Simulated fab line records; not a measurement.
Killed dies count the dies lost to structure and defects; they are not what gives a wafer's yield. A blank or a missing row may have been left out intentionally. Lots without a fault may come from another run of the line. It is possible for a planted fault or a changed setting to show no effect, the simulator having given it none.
2 desks, one fault ; flow berkeley cmos170 ; each desk has only its own numbers; what lay behind them comes last

## FROM THE METROLOGY DESK
What the gauges read, lot by lot, whatever tool the lot ran on: means of the sampled wafers that have a number. The brackets show how far a lot's mean lies from the usual mean; more than 4 standard deviations puts the lot out of limits, marked OUT.
Columns: A = SACOX_OXIDE_THK at UCB170_SACOX_THK_MEAS_02, usual 14.41 nm; B = PVT_OVL at UCB170_PVT_OVL_MEAS_06, usual -2 nm; C = cd nm at UCB170_GATE_CD_MEAS_90, usual 350.2 nm; D = PSD_RS at UCB170_SDANNEAL_RS_MEAS_02, usual 75.5 ohm/sq
lot;first seen here;A;B;C;D
L295;day 6 07:35;14.62;-8;350.4;75.1
L296;day 6 19:43;14.12;-8;347.3;75.5
L297;day 6 19:43;14.20;4;349.0;75.5
L294;day 6 19:44;14.37;-9;348.9;75.4
L299;day 7 02:55;14.50;0;348.0;75.6
L300;day 7 02:55;14.31;-1;350.9;75.2
L298;day 7 02:58;14.14;1;349.6;75.7
L301;day 7 11:01;14.17;-4;350.8;75.5
L306;day 8 07:25;14.30;-8;349.0;75.3
L310;day 9 10:46;14.40;-8;350.5;75.5
L311;day 9 10:46;14.62;1;353.0;76.8 (+4.4) OUT
L309;day 9 10:47;14.39;-1;350.4;77.1 (+5.3) OUT
L313;day 10 17:44;14.53;-3;350.2;75.6
L316;day 11 10:32;14.74;-8;348.5;75.7
This desk's result: L309, L311 out of limits, first on L309 (PSD_RS at UCB170_SDANNEAL_RS_MEAS_02), day 12 02:54. In limits: L295, L296, L297, L294, L299, L300, L298, L301, L306, L310, L313, L316.

## TOOL OWNER'S DESK, implanter-04
The tool's own readings at UCB170_PSD_IMPLANT_08: means of the sampled wafers that have a number, for each lot that ran on this tool. The brackets show how far a lot's mean lies from the usual mean; more than 4 standard deviations puts the lot out of limits, marked OUT.
Columns: A = beam energy keV at UCB170_PSD_IMPLANT_08, usual 19.999; B = dose ions cm2 at UCB170_PSD_IMPLANT_08, usual 3e+15
lot;first seen here;A;B
L295;day 8 04:45;19.991;3e+15
L294;day 8 17:29;19.999;3e+15
L298;day 8 22:32;19.999;3e+15
L306;day 10 05:01;20.000;3e+15
L309;day 11 17:37;19.999;3e+15 (-29) OUT
L311;day 11 17:57;19.997;3e+15 (-27) OUT
This desk's verdict: out of limits on L309, L311, starting with L309 at day 11 17:37 (dose ions cm2 at UCB170_PSD_IMPLANT_08). In limits: L295, L294, L298, L306.

## TAKEN TOGETHER
The tool owner's desk had the chance to raise an alarm at day 11 17:37 on L309, L311.
The metrology desk could have raised an alarm at day 12 02:54, on L309, L311.
On implanter-04, each named lot ran UCB170_PSD_IMPLANT_08.

## WHAT WAS PUT IN BY THE SIMULATOR
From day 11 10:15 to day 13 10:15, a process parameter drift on implanter-04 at UCB170_PSD_IMPLANT_08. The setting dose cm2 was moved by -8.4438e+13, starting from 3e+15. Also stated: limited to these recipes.
Lots struck among those shown: L309, L311.
Time in hours from fault onset to the first out-of-limits reading at each desk: tool owner's desk 7, metrology desk 17.
